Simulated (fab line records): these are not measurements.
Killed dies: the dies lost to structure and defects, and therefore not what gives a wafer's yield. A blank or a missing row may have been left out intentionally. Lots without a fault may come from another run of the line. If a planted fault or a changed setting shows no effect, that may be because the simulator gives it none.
fab line records + flow ritCmos
record:
- lots: 14
- wafers: 42
- lastDay: 7
route steps=202 shown NSD@139
lots that met no fault: from a run of the same line without faults
startH: hours from the record's first day to the start of the lot's first wafer shown + waitH: hours since the lot's step before + " same as the row above + L1.1+2: a row that stands for several wafers + - value missing, or start not given + * or withheld: withheld + < > ~ a bound
route shown NAME@n: a module of which the file shows steps, and the number in the route of the first + usual: average and standard deviation across the fault-free wafers + same: alike in all rows + chamber/n: place in a boat + sites: per-site readings + _std_site: their standard deviation + _edge_site: outer sites' mean less inner sites' + radiusMm: how far each site lies from the wafer's centre + mask NAME#n: copy n + behind: the most recent tool/chamber to have shaped the wafer + hold: reason for holding the lot/hours on hold/outcome of the hold + device: which transistor (n, p or np) failed to switch + end of line: at the end of the route, the tests of the same wafers + a step given without rows: its recipe and nothing more + killed: the dies lost at the first sort to structure and to defects; this is not the yield of the wafer + map: a wafer's dies, marking killed ones x, the rest . and places with no die _
set.NAME: the run value of the setting; set.NAME@STEP: its run value at that earlier step + model.NAME: the simulator's own value behind a step, which no gauge read
one table for each step of the route and one row for each wafer, over a sample of lots
services: from which hour (startH, from the record's first day; less than 0 if before it) a tool's chamber was out of use, for how many hours, and why
== steps ==
step: RIT_NSD_IMPLANT_08
recipe:
- species: P
- energyKev: 25
- doseCm2: 1e+15
- tiltDeg: 7
usual:
- doseIonsCm2: 9.998e+14/1e+12
| lot.wafer | tool         | chamber | startH | waitH | doseIonsCm2 |
|-----------|--------------|---------|--------|-------|-------------|
| L220.4    | implanter-02 | 0       | 54.02  | 0.1   | 9.99e+14    |
| L220.5    | "            | 0       | "      | "     | 9.99e+14    |
| L220.6    | "            | 0       | "      | "     | 9.994e+14   |
| L221.1    | implanter-03 | 0       | 61.43  | 0.1   | 1.0003e+15  |
| L221.5    | "            | 0       | "      | "     | 1.0018e+15  |
| L221.6    | "            | 0       | "      | "     | 1.0007e+15  |
| L223.2    | implanter-03 | 0       | 73.05  | 0.1   | 1.0011e+15  |
| L223.3    | "            | 0       | "      | "     | 1e+15       |
| L223.4    | "            | 0       | "      | "     | 1.0011e+15  |
| L225.1    | implanter-03 | 0       | 82.20  | 0.1   | 1.0008e+15  |
| L225.2    | "            | 0       | "      | "     | 1.0001e+15  |
| L225.4    | "            | 0       | "      | "     | 9.987e+14   |
| L226.1    | implanter-03 | 0       | 87.43  | 0.1   | 1.0007e+15  |
| L226.2    | "            | 0       | "      | "     | 9.987e+14   |
| L226.6    | "            | 0       | "      | "     | 9.994e+14   |
| L227.2    | implanter-02 | 0       | 89.85  | 0.1   | 9.991e+14   |
| L227.5    | "            | 0       | "      | "     | 9.993e+14   |
| L227.6    | "            | 0       | "      | "     | 1.0002e+15  |
| L228.2    | implanter-03 | 0       | 94.03  | 0.1   | 1.0004e+15  |
| L228.3    | "            | 0       | "      | "     | 9.996e+14   |
| L228.4    | "            | 0       | "      | "     | 9.999e+14   |
| L229.2    | implanter-04 | 0       | 102.64 | 0.1   | 9.996e+14   |
| L229.5    | "            | 0       | "      | "     | 9.984e+14   |
| L229.6    | "            | 0       | "      | "     | 1.0004e+15  |
| L231.1    | implanter-04 | 0       | 110.77 | 0.1   | 1.0006e+15  |
| L231.4    | "            | 0       | "      | "     | 9.998e+14   |
| L231.6    | "            | 0       | "      | "     | 1.0006e+15  |
| L232.1    | implanter-04 | 0       | 116.50 | 0.1   | 1.0008e+15  |
| L232.2    | "            | 0       | "      | "     | 1.0024e+15  |
| L232.5    | "            | 0       | "      | "     | 1.0016e+15  |
| L234.2    | implanter-04 | 0       | 123.17 | 0.1   | 9.569e+14   |
| L234.4    | "            | 0       | "      | "     | 9.552e+14   |
| L234.5    | "            | 0       | "      | "     | 9.566e+14   |
| L235.1    | implanter-03 | 0       | 129.80 | 0.1   | 9.994e+14   |
| L235.2    | "            | 0       | "      | "     | 1e+15       |
| L235.4    | "            | 0       | "      | "     | 9.991e+14   |
| L237.1    | implanter-03 | 0       | 145.54 | 0.1   | 9.985e+14   |
| L237.2    | "            | 0       | "      | "     | 9.984e+14   |
| L237.4    | "            | 0       | "      | "     | 9.99e+14    |
| L238.1    | implanter-04 | 0       | 150.10 | 0.1   | 9.577e+14   |
| L238.5    | "            | 0       | "      | "     | 9.568e+14   |
| L238.6    | "            | 0       | "      | "     | 9.55e+14    |
step: RIT_SDANNEAL_RS_MEAS_05
recipe:
- thkMeasGauge: four-point-probe
usual:
- NSD_RS: 84.41/0.28
| lot.wafer | tool         | chamber | startH | waitH | NSD_RS[ohm/sq] |
|-----------|--------------|---------|--------|-------|----------------|
| L220.4    | filmMetro-04 | -       | 56.50  | 0.1   | 84.81          |
| L220.5    | "            | -       | "      | "     | 84.03          |
| L220.6    | "            | -       | "      | "     | 84.51          |
| L221.1    | filmMetro-04 | -       | 63.78  | 0.1   | 84.13          |
| L221.5    | "            | -       | "      | "     | 84.62          |
| L221.6    | "            | -       | "      | "     | 84.49          |
| L223.2    | filmMetro-04 | -       | 75.52  | 0.1   | 84.00          |
| L223.3    | "            | -       | "      | "     | 84.48          |
| L223.4    | "            | -       | "      | "     | 84.11          |
| L225.1    | filmMetro-04 | -       | 85.36  | 0.1   | 83.97          |
| L225.2    | "            | -       | "      | "     | 84.18          |
| L225.4    | "            | -       | "      | "     | 83.91          |
| L226.1    | filmMetro-04 | -       | 90.39  | 0.1   | 84.10          |
| L226.2    | "            | -       | "      | "     | 84.17          |
| L226.6    | "            | -       | "      | "     | 83.88          |
| L227.2    | filmMetro-04 | -       | 92.73  | 0.1   | 84.79          |
| L227.5    | "            | -       | "      | "     | 84.97          |
| L227.6    | "            | -       | "      | "     | 84.75          |
| L228.2    | filmMetro-02 | -       | 96.57  | 0.1   | 83.80          |
| L228.3    | "            | -       | "      | "     | 83.63          |
| L228.4    | "            | -       | "      | "     | 83.65          |
| L229.2    | filmMetro-04 | -       | 105.00 | 0.1   | 84.63          |
| L229.5    | "            | -       | "      | "     | 84.71          |
| L229.6    | "            | -       | "      | "     | 84.55          |
| L231.1    | filmMetro-02 | -       | 113.37 | 0.1   | 84.71          |
| L231.4    | "            | -       | "      | "     | 84.36          |
| L231.6    | "            | -       | "      | "     | 84.73          |
| L232.1    | filmMetro-01 | -       | 118.86 | 0.1   | 84.35          |
| L232.2    | "            | -       | "      | "     | 84.40          |
| L232.5    | "            | -       | "      | "     | 84.35          |
| L234.2    | filmMetro-02 | -       | 125.64 | 0.1   | 87.47          |
| L234.4    | "            | -       | "      | "     | 87.31          |
| L234.5    | "            | -       | "      | "     | 87.51          |
| L235.1    | filmMetro-04 | -       | 132.16 | 0.1   | 84.18          |
| L235.2    | "            | -       | "      | "     | 84.56          |
| L235.4    | "            | -       | "      | "     | 84.65          |
| L237.1    | filmMetro-01 | -       | 148.02 | 0.1   | 84.74          |
| L237.2    | "            | -       | "      | "     | 84.65          |
| L237.4    | "            | -       | "      | "     | 84.70          |
| L238.1    | filmMetro-02 | -       | 152.64 | 0.1   | 87.35          |
| L238.5    | "            | -       | "      | "     | 87.35          |
| L238.6    | "            | -       | "      | "     | 87.33          |
== services ==
| tool         | chamber | startH | hours | kind   |
|--------------|---------|--------|-------|--------|
| implanter-04 | -       | 67.03  | 1.3   | repair |
| implanter-03 | -       | 68.15  | 4.5   | pm     |
| implanter-04 | -       | 70.10  | 26.7  | repair |
| implanter-04 | -       | 78.60  | 1.4   | repair |
| implanter-04 | -       | 80.04  | 4.7   | repair |
| implanter-03 | -       | 105.88 | 2.0   | repair |
== key ==
firstSign:
- step: RIT_NSD_IMPLANT_08
- reading: doseIonsCm2
- direction: down
- sigmas: 43
- usual: 9.998e+14
- struck: 9.564e+14
effect:
- step: RIT_SDANNEAL_RS_MEAS_05
- reading: NSD_RS
- direction: up
- sigmas: 11
- usual: 84.41
- struck: 87.39
metAt RIT_NSD_IMPLANT_08
struckLots L234,L238
testerLeftOut L234,L238
onsetBetween 116.50 123.17
fault:
- kind: processParameterDrift
- tool: implanter-04
- chamber: -
- onsetH: 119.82
- steps: RIT_NSD_IMPLANT_08
- channel: doseCm2
- offset: -4.3399e+13
- shape: step
- endH: 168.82
- actsIn: theseRecipesOnly
- stated: 1e+15
testerLeftOut: of these lots the tester's yield and bins aren't shown, on N5 and GAA mostly nor the transistor test; their killed dies are dies lost to structure and defects alone, not to doping, threshold or leakage, so they don't give the yield
